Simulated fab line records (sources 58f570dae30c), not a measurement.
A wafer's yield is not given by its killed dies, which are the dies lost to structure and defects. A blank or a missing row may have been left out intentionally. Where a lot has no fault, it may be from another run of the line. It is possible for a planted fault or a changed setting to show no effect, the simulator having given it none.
The tool behind it: which one? / flow berkeleyCmos170 / 7 lots with 21 wafers sampled at 5 steps, on a route of 331 steps

## WHAT THE GAUGES READ, wafer by wafer
UCB170_M1_CD_MEAS_90: target cd 700 nm.
lot=L644; measured=day 7 19:34; on=cdSem-02; cdNm (nm)=698.7 707.8 701.3
lot=L647; measured=day 8 02:14; on=cdSem-01; cdNm (nm)=700.9 698.6 699.8
lot=L649; measured=day 8 09:59; on=cdSem-01; cdNm (nm)=700.8 701.2 702.2
lot=L652; measured=day 9 03:25; on=cdSem-02; cdNm (nm)=700.8 700.3 697.4
lot=L655; measured=day 9 23:37; on=cdSem-02; cdNm (nm)=680.5 682.2 683.1
lot=L662; measured=day 11 20:43; on=cdSem-01; cdNm (nm)=699.6 702.1 700.1
lot=L665; measured=day 12 09:18; on=cdSem-01; cdNm (nm)=704.3 702.9 701.7

## TOOL THAT RAN EACH LOT (tool first, then ch and the chambers of the sampled wafers, then the start)
lot=L644; UCB170_CONTACT_RTA_08=rtpAnneal-01 ch 0, day 7 16:07; UCB170_CONTACT_STRIP_19=plasmaAsher-04 ch 0,1, day 7 17:28; UCB170_M1_METAL_ETCH_12=rieMetal-01 ch 0,1, day 7 19:16; UCB170_M1_STRIP_13=plasmaAsher-01 ch 0,1, day 7 19:26
lot=L647; UCB170_CONTACT_RTA_08=rtpAnneal-02 ch 0, day 7 21:39; UCB170_CONTACT_STRIP_19=plasmaAsher-03 ch 0,1, day 7 23:26; UCB170_M1_METAL_ETCH_12=rieMetal-03 ch 0, day 8 01:52; UCB170_M1_STRIP_13=plasmaAsher-04 ch 0,1, day 8 02:08
lot=L649; UCB170_CONTACT_RTA_08=rtpAnneal-01 ch 0, day 8 06:36; UCB170_CONTACT_STRIP_19=plasmaAsher-03 ch 0,1, day 8 07:54; UCB170_M1_METAL_ETCH_12=rieMetal-03 ch 0,1, day 8 09:45; UCB170_M1_STRIP_13=plasmaAsher-02 ch 0,1, day 8 09:52
lot=L652; UCB170_CONTACT_RTA_08=rtpAnneal-02 ch 0, day 8 23:23; UCB170_CONTACT_STRIP_19=plasmaAsher-04 ch 0, day 9 00:47; UCB170_M1_METAL_ETCH_12=rieMetal-03 ch 0,1, day 9 03:10; UCB170_M1_STRIP_13=plasmaAsher-04 ch 0,1, day 9 03:19
lot=L655; UCB170_CONTACT_RTA_08=rtpAnneal-02 ch 0, day 9 19:45; UCB170_CONTACT_STRIP_19=plasmaAsher-04 ch 0,1, day 9 21:19; UCB170_M1_METAL_ETCH_12=rieMetal-03 ch 0,1, day 9 23:23; UCB170_M1_STRIP_13=plasmaAsher-04 ch 0,1, day 9 23:30
lot=L662; UCB170_CONTACT_RTA_08=rtpAnneal-02 ch 0, day 11 16:47; UCB170_CONTACT_STRIP_19=plasmaAsher-04 ch 0,1, day 11 18:08; UCB170_M1_METAL_ETCH_12=rieMetal-02 ch 0,1, day 11 20:29; UCB170_M1_STRIP_13=plasmaAsher-04 ch 0,1, day 11 20:37
lot=L665; UCB170_CONTACT_RTA_08=rtpAnneal-02 ch 0, day 12 03:48; UCB170_CONTACT_STRIP_19=plasmaAsher-03 ch 0,1, day 12 06:31; UCB170_M1_METAL_ETCH_12=rieMetal-01 ch 0,1, day 12 09:04; UCB170_M1_STRIP_13=plasmaAsher-02 ch 0,1, day 12 09:11
- UCB170_CONTACT_RTA_08: time 10 s.
- UCB170_CONTACT_STRIP_19: strips in O2.
- UCB170_M1_METAL_ETCH_12: etches Al in Cl2/BCl3, stops on PSG, target depth 780 nm, time 130 s.
- UCB170_M1_STRIP_13: strips in O2.

## THE ANSWER, worked out from the rows above alone
Rule: the lots themselves supply what counts as usual. The widest of any qualifying gaps counts: lots, ordered by their means at a reading, are off when they make up no more than a third of the lots, leave a main group of 4 or more, and stand apart from it by 3 or more times the standard deviation of that group's means. If all means in a main group match to the digits the tables above print for the reading, that group is not used. Also off: a lot with no number at a reading for which 4 or more lots have one. Where the step has rows for the other lots, those lots are counted as sound.
Off at UCB170_M1_CD_MEAS_90 (cdNm): L655. The main group: mean 701.1 nm, standard deviation 1.3.
A tool fits if, at a process step before that reading, it ran every lot that is off, and no sound lot after the first of them. Gauges at UCB170_M1_CD_MEAS_90: tried the same way as those tools. Can't be told from this: 2 tools fit, rieMetal-03 at UCB170_M1_METAL_ETCH_12, cdSem-02 at UCB170_M1_CD_MEAS_90.

## WHAT THE SIMULATOR HAD PUT IN
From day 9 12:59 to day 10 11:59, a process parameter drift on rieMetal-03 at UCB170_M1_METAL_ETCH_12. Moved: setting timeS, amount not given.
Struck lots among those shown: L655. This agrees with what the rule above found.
